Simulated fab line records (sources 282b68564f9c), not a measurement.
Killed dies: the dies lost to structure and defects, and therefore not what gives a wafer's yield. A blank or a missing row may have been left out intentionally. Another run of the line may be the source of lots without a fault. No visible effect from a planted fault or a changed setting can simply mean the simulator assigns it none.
Problem report, 8D (eight disciplines) form, completed by code | flow rit-cmos | the parts of the form that need people (team, actions taken, sign-off) are left out

== 1. THE PROBLEM ==
At RIT_M1_PROBE_99, killed-at-contacts averages 31.3 over 3 wafers from 2 lots, while fault-free wafers read 0.1, standard deviation 0.27. That is +99 or more standard deviations from the usual mean.
The first sign was on wafer L379.6 at day 6 16:00, on prober-02. The record has a number at this step for 6 wafers belonging to 2 lots. Rule for "out", or "out of limits": more than 4 standard deviations from the usual mean. The rest of the wafers with a number are treated as sound.

== 2. WHAT IT IS AND WHAT IT IS NOT ==
question                    | is                                             | is not
which readings at this step | killed-at-contacts, killed-dies, killed-on-rim | killed-at-front-end, killed-open, killed-short
which lots                  | L379, L382                                     | -
which wafers of those lots  | L379.6, L382.1, L382.5                         | L379.3, L379.4, L382.4
read on which tools         | prober-01, prober-02                           | -
when                        | from day 6 16:00                               | up to then (2 sound wafers); but 1 sound wafer of L382 came after

== 3. THE SUSPECTS, EACH WITH WHAT RULES IT OUT ==
Counting: a tool at a process step up to the reading stays a suspect if it ran every lot that is out. Sound lots after the first of them don't rule it out here, since some wafers of a struck lot are sound.
- pecvd-02 at RIT_CONTACT_CVD_00 (deposits SiO2 from TEOS, target thk 400 nm, time 61 s): kept. It ran every lot that is out, first L379 (day 6 09:16).
- At RIT_CONTACT_CVD_00 on pecvd-02, chamber 2 took the sound wafers of the same lots and chamber 0 took the wafers that are out.
The count leaves pecvd-02 at RIT_CONTACT_CVD_00.

== 4. THE CAUSE (what the simulator had put in) ==
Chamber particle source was pecvd-02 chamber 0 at RIT_CONTACT_CVD_00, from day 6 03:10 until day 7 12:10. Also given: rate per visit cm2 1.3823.
The count eliminated every tool but this one.

== 5. THE CHAIN OF EFFECTS, in route order ==
Each row: a reading whose mean over the struck wafers that have a number lies more than 3 standard deviations from the usual. Scope: only readings with a usual standard deviation given in the record; hours: median across lots of the time from each lot's start at the first step in this table that gives one to its start at this step; sigmas: change in usual standard deviations.
hours | step            | reading            | usual | on struck wafers | change | sigmas
0     | RIT_M1_PROBE_99 | killed-at-contacts | 0.1   | 31.3             | +31.2  | +99 or more
0     | RIT_M1_PROBE_99 | killed-dies        | 6.7   | 37.7             | +31.0  | +11
0     | RIT_M1_PROBE_99 | killed-on-rim      | 1.8   | 10.7             | +8.9   | +6.3
The process steps in it:
- RIT_M1_PROBE_99

== 6. HOW IT WOULD HAVE BEEN CAUGHT EARLIER ==
The fault began at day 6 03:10; the first out-of-limits reading in this record came at day 6 16:00, 13 hours later.
An alarm limit of 4 standard deviations would not have fired on the tool readings at RIT_CONTACT_CVD_00 for which the record gives a usual standard deviation, since none of them was out on any struck wafer.
L382, from the lots that are out (2), started RIT_CONTACT_CVD_00 on pecvd-02 later than day 6 16:00. Putting the tool on hold at that point would have spared it.
